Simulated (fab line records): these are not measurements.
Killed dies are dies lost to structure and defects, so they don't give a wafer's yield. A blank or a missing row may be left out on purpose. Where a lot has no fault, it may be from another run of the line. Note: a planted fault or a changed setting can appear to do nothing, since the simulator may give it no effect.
Comparing a struck lot with a sound one | flow berkeley_cmos170 | 31 out of 331 route steps
Sound: the wafers L559.1, L559.2, L559.5. Wafers L569.2, L569.3, L569.6 were the ones struck. The cause is named last.
Order at every step that has rows: each side's tool, ch and its chambers, its first start. Under that, the readings that differ: sound wafers | struck wafers | difference of the means | sigmas: that difference in standard deviations of wafers without a fault.
alike: a reading whose means differ by less than 2 such deviations, as well as words and numbers matching on both sides. not compared: withheld readings; readings where some wafer has no value; bounds like >300 that might hide an equal value; numbers whose values overlap and for which the record gives no deviation.
Wherever a step has rows on one side only, a row that says differs or no value, or a row with sigmas, the two part there. Non-overlapping numbers with no deviation appear without sigmas and do not part them. A reading missing from all wafers of one side parts the sides only when that side holds two or more wafers.

first, 1 step without rows for these wafers: UCB170_SDANNEAL_RTA_01 (time 5 s).
UCB170_SDANNEAL_RS_MEAS_02: measures by four-point-probe.
  sound on film_metro-03, day 8 12:25; struck on film_metro-02, day 11 00:20
  alike: PSD_RS
UCB170_SDANNEAL_RS_MEAS_03: measures by four-point-probe.
  sound on film_metro-03, day 8 12:32; struck on film_metro-02, day 11 00:27
  alike: NSD_RS
UCB170_SDANNEAL_RS_MEAS_04: measures by four-point-probe.
  sound on film_metro-03, day 8 12:39; struck on film_metro-02, day 11 00:34
  reading          | sound          | struck         | difference | sigmas
  PLDD_RS (ohm/sq) | 1040 1034 1033 | 1027 1030 1028 | -7         | -2
UCB170_SDANNEAL_RS_MEAS_05: measures by four-point-probe.
  sound on film_metro-03, day 8 12:46; struck on film_metro-02, day 11 00:41
  alike: NLDD_RS
then, 1 step without rows for these wafers: UCB170_SILICIDE_PRE_CLEAN_00 (preclean etch time 60 s).
UCB170_SILICIDE_SPUTTER_01: material Ti, target thk 30 nm, time 25 s.
  sound on pvd_sputter-02, day 8 12:58; struck on pvd_sputter-01, day 11 00:51
  alike: throttle_valve_pct
UCB170_SILICIDE_RS_MEAS_02: measures by four-point-probe.
  sound on film_metro-04, day 8 12:59; struck on film_metro-04, day 11 00:54
  alike: SILICIDE_TI_RS
UCB170_SILICIDE_THK_MEAS_03: measures by xrf.
  sound on film_metro-04, day 8 13:07; struck on film_metro-04, day 11 01:01
  alike: SILICIDE_TI_THK
UCB170_SILICIDE_RTA_04: time 15 s.
  sound on rtp_anneal-01 ch 0, day 8 13:10; struck on rtp_anneal-02 ch 0, day 11 01:05
  alike: lamp_power_pct, wafer_temp_C_max
then, 2 steps without rows for these wafers: UCB170_SILICIDE_WET_ETCH_05 (etches Ti in SPM, time 45 s); UCB170_CONTACT_CLEAN_00 (cleans in SPM, time 600 s).
UCB170_CONTACT_CVD_01: deposits PSG from SiH4/O2/PH3, target thk 700 nm, time 2820 s.
  sound on lpcvd-01 ch 0, day 8 13:28; struck on lpcvd-02 ch 0, day 11 01:44
  reading                                 | sound             | struck          | difference | sigmas
  model.PSG_of_CONTACT_CVD_01.thk_nm (nm) | 697.6 693.8 697.6 | 892.7 896 894.2 | +198.0     |
  alike: susceptor_temp_C
UCB170_CONTACT_THK_MEAS_02:
  sound on film_metro-04, day 8 15:14; struck on film_metro-01, day 11 03:31
  reading              | sound       | struck      | difference | sigmas
  CONTACT_PSG_THK (nm) | 698 694 697 | 892 896 894 | +198       | +34
then, 5 steps without rows for these wafers: UCB170_CONTACT_HMDS_03 (prime time 60 s); UCB170_CONTACT_COAT_04 (resist thk 900 nm); UCB170_CONTACT_SOFTBAKE_05 (time 60 s); UCB170_CONTACT_STRIP_06 (strips in O2); UCB170_CONTACT_CLEAN_07 (cleans in SPM, time 600 s).
UCB170_CONTACT_RTA_08: time 10 s.
  sound on rtp_anneal-01 ch 0, day 8 16:02; struck on rtp_anneal-02 ch 0, day 11 04:40
  reading            | sound          | struck         | difference | sigmas
  lamp_power_pct (%) | 27.1 27.0 27.1 | 26.0 26.1 26.0 | -1.0       | -2
  alike: wafer_temp_C_max
then, 6 steps without rows for these wafers: UCB170_CONTACT_COAT_09; UCB170_CONTACT_COAT_10 (resist thk 900 nm); UCB170_CONTACT_SOFTBAKE_11 (time 60 s); UCB170_CONTACT_EXPOSE_12 (exposes mask CONT, target cd 700 nm); UCB170_CONTACT_PEB_13; UCB170_CONTACT_DEVELOP_14 (develop time 45 s).
UCB170_CONTACT_CD_MEAS_15: target cd 700 nm.
  sound on cd_sem-02, day 8 16:56; struck on cd_sem-01, day 11 05:55
  alike: cd_nm
UCB170_CONTACT_OVL_MEAS_16:
  sound on overlay-01, day 8 17:04; struck on overlay-01, day 11 06:01
  alike: CONTACT_OVL
UCB170_CONTACT_ETCH_17: etches BARC in N2/H2.
  sound on rie_diel-04 ch 0,3, day 8 17:05; struck on rie_diel-04 ch 0,1, day 11 06:03
  alike: chamber_pressure_mTorr, drypump_motor_current_A, oes_product_au, throttle_valve_pct
UCB170_CONTACT_ETCH_18: etches PSG in CHF3/CF4/Ar, stops on TiSi2, target depth 840 nm, time 195 s.
  sound on rie_diel-04 ch 0,3; struck on rie_diel-04 ch 0,1
  reading                             | sound             | struck            | difference | sigmas
  oes_product_au (a.u.)               | 0.869 0.882 0.888 | 0.987 0.984 0.984 | +0.105     | +8
  model.etch.depth_nm (nm)            | 697.6 693.8 697.6 | 853.3 855.3 858.5 | +159.4     |
  model.CONTACT.feature_depth_nm (nm) | 697.6 693.8 697.6 | 853.3 855.3 858.5 | +159.4     |
  alike: chamber_pressure_mTorr, drypump_motor_current_A, mfc_ar_sccm, throttle_valve_pct
  not compared: rf_hours_counter_h
UCB170_CONTACT_STRIP_19: strips in O2.
  sound on plasma_asher-02 ch 0,1, day 8 17:16; struck on plasma_asher-02 ch 0,1, day 11 06:13
  alike: chamber_pressure_mTorr, drypump_motor_current_A, oes_product_au
  not compared: rf_hours_counter_h

== WHERE THEY PART ==
At UCB170_SDANNEAL_RS_MEAS_04 first; at UCB170_CONTACT_ETCH_18 last (within this record only). Later steps at which nothing parts them and some readings are alike: UCB170_CONTACT_STRIP_19.

WHY: what the simulator had put in
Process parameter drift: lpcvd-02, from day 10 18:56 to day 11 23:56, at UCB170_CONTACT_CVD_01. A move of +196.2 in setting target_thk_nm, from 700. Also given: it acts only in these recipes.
